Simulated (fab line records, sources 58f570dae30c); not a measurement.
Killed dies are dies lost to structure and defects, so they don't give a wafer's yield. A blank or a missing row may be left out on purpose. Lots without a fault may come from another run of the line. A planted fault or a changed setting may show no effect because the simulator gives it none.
A struck lot beside a sound one | flow berkeley_cmos170 | 20 steps out of a route of 331
Sound: wafers L469.2, L469.5, L469.6. Struck: wafers L475.1, L475.2, L475.5. The cause comes at the end.
At each step with rows: each side's tool, then ch and its chambers, then its first start. Under that, the readings that differ: sound wafers | struck wafers | difference of the means | sigmas: that difference in standard deviations of wafers without a fault.
alike: readings whose means differ by less than 2 such deviations, and words and numbers that are the same on both sides. not compared: withheld readings, readings that some wafer has no value for, bounds like >300 that may hide the same value, and numbers for which the record gives no deviation and whose values overlap.
The two part at a step that has a row with sigmas, a row that says differs or no value, or rows on one side only. Numbers that don't overlap but have no deviation are shown without sigmas and don't part them. A reading that every wafer of one side lacks parts them only if that side has two wafers or more.

UCB170_M2_METAL_ETCH_18: etches Al in Cl2/BCl3, stops on SiO2, target depth 1170 nm, time 195 s.
  sound on rie_metal-02 ch 0,1, day 9 02:07; struck on rie_metal-01 ch 0,1, day 10 03:19
  alike: drypump_motor_current_A, oes_product_au, throttle_valve_pct
  not compared: rf_hours_counter_h
UCB170_M2_STRIP_19: strips in O2.
  sound on plasma_asher-01 ch 0,1, day 9 02:18; struck on plasma_asher-03 ch 0,1, day 10 03:31
  alike: drypump_motor_current_A, oes_product_au
  not compared: rf_hours_counter_h
UCB170_M2_CD_MEAS_90: target cd 700 nm.
  sound on cd_sem-01, day 9 02:25; struck on cd_sem-01, day 10 03:37
  alike: cd_nm
UCB170_V2_CVD_00: deposits SiO2 from TEOS/O2, target thk 2000 nm, time 250 s.
  sound on pecvd-03 ch 0,1,2, day 9 02:31; struck on pecvd-03 ch 0,1,2, day 10 03:44
  alike: heater_power_w
UCB170_V2_THK_MEAS_01:
  sound on film_metro-02, day 9 02:41; struck on film_metro-02, day 10 03:53
  alike: V2_TEOS_THK
UCB170_V2_CMP_02: polishes SiO2.
  sound on cmp-02 ch 1,2,3, day 9 02:53; struck on cmp-01 ch 0,1,3, day 10 03:56
  alike: motor_current_A
UCB170_V2_BOW_MEAS_03:
  sound on film_metro-02, day 9 03:04; struck on film_metro-04, day 10 04:14
  alike: V2_BOW
UCB170_V2_THK_MEAS_04:
  sound on film_metro-02, day 9 03:10; struck on film_metro-04, day 10 04:22
  alike: V2_POLISHED_THK
then, 4 steps without rows for these wafers: UCB170_V2_CLEAN_05 (cleans in DIW); UCB170_V2_HMDS_06 (prime time 60 s); UCB170_V2_COAT_07 (resist thk 900 nm); UCB170_V2_SOFTBAKE_08 (time 60 s).
UCB170_V2_EXPOSE_09: exposes mask VIA2, target cd 700 nm.
  sound on krf_scanner-01 ch 0, day 9 04:05; struck on krf_scanner-01 ch 0, day 10 05:04
  reading              | sound             | struck            | difference | sigmas
  exposure_dose_mJ_cm2 | 37.05 37.01 36.99 | 38.20 38.15 38.20 | +1.17      | +31
  alike: mask
then, 2 steps without rows for these wafers: UCB170_V2_PEB_10; UCB170_V2_DEVELOP_11 (develop time 45 s).
UCB170_V2_CD_MEAS_12: target cd 700 nm.
  sound on cd_sem-01, day 9 04:59; struck on cd_sem-01, day 10 05:50
  reading    | sound             | struck            | difference | sigmas
  cd_nm (nm) | 700.7 700.5 699.5 | 706.2 707.7 707.2 | +6.8       | +5
  not compared: hold
UCB170_V2_OVL_MEAS_13:
  sound on overlay-01, day 9 05:06; struck on overlay-02, day 10 10:09
  reading | sound | struck                                                                     | difference                   | sigmas
  hold    | - - - | await_dispo/4.2h/release await_dispo/4.2h/release await_dispo/4.2h/release | no value on the sound wafers |
  alike: V2_OVL
UCB170_V2_ETCH_14: etches SiO2 in CHF3/CF4/Ar, stops on Al, target depth 1250 nm, time 291 s.
  sound on rie_diel-03 ch 0,3, day 9 05:08; struck on rie_diel-03 ch 1,2,3, day 10 10:11
  reading             | sound             | struck            | difference | sigmas
  model.V2.cd_nm (nm) | 700.8 700.3 699.6 | 706.2 707.5 707.3 | +6.8       |
  alike: drypump_motor_current_A, oes_product_au, throttle_valve_pct
  not compared: rf_hours_counter_h
UCB170_V2_STRIP_15: strips in O2.
  sound on plasma_asher-02 ch 0,1, day 9 05:18; struck on plasma_asher-01 ch 0,1, day 10 10:22
  alike: drypump_motor_current_A, oes_product_au, strip_time_to_endpoint_s
  not compared: rf_hours_counter_h
UCB170_M3_PROBE_99:
  the record has rows for the struck wafers here (prober-01, day 10 15:13) and none for the sound ones

WHERE THEY PART
First at UCB170_V2_EXPOSE_09; last, within this record, at UCB170_M3_PROBE_99.

WHY: what the simulator had put in
Process parameter drift: krf_scanner-01, from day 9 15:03 on, at UCB170_V2_EXPOSE_09. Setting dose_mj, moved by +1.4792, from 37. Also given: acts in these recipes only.
